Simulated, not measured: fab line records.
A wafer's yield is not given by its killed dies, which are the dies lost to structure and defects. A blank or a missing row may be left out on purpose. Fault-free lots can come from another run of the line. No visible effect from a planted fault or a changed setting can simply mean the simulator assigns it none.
2 desks looking at one fault -- flow berkeley cmos170 -- numbers are kept per desk, each desk with only its own; the story behind them comes last

DESK OF THE TOOL OWNER: lpcvd-02
The tool's own readings at UCB170_CONTACT_CVD_01 (deposits PSG from SiH4/O2/PH3, target thk 700 nm, time 2820 s): means of the sampled wafers that have a number, for each lot that ran on this tool. Marked OUT: a lot whose mean sits more than 4 standard deviations from the usual mean, which makes it out of limits; the brackets give that distance.
Columns: A = sih4 flow sccm at UCB170_CONTACT_CVD_01, usual 59.98 sccm
lot,first seen here,A
L805,day 8 07:44,60.01
L808,day 8 18:52,60.06
L806,day 8 20:39,59.74
L807,day 8 20:39,59.93
L818,day 10 16:58,59.96
L817,day 10 18:44,60.22
This desk's finding: nothing out of limits on any of the 6 lots.

THE METROLOGY DESK
What the gauges read, lot by lot, whatever tool the lot ran on: means of the sampled wafers that have a number. Marked OUT: a lot whose mean sits more than 4 standard deviations from the usual mean, which makes it out of limits; the brackets give that distance.
Columns: A = CONTACT_PSG_THK at UCB170_CONTACT_THK_MEAS_02, usual 699 nm
lot,first seen here,A
L805,day 8 09:32,706
L808,day 8 20:39,700
L809,day 8 21:34,707
L807,day 8 22:26,696
L806,day 8 22:26,703
L818,day 10 18:44,468 (-41) OUT
L817,day 10 20:32,470 (-41) OUT
L820,day 11 10:44,699
L822,day 11 21:25,705
L824,day 12 16:28,697
L825,day 13 04:36,688
L828,day 13 17:07,698
This desk's finding: out of limits on L817, L818; first on L818, day 10 18:44 (CONTACT_PSG_THK at UCB170_CONTACT_THK_MEAS_02). Within limits: L805, L808, L809, L807, L806, L820, L822, L824, L825, L828.

TAKEN TOGETHER
On L817, L818, the metrology desk was in a position to raise an alarm at day 10 18:44.
The desk of the tool owner found nothing out of limits.
On record at the tool owner's desk: L817, L818, within its limits.
The lots listed all ran UCB170_CONTACT_CVD_01 on lpcvd-02.

WHAT THE SIMULATOR HAD PUT IN
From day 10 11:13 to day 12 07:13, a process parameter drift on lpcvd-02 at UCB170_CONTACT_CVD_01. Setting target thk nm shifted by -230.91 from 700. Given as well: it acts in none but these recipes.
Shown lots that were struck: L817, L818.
Hours from the fault's start to each desk's first reading out of limits: the metrology desk, 8.
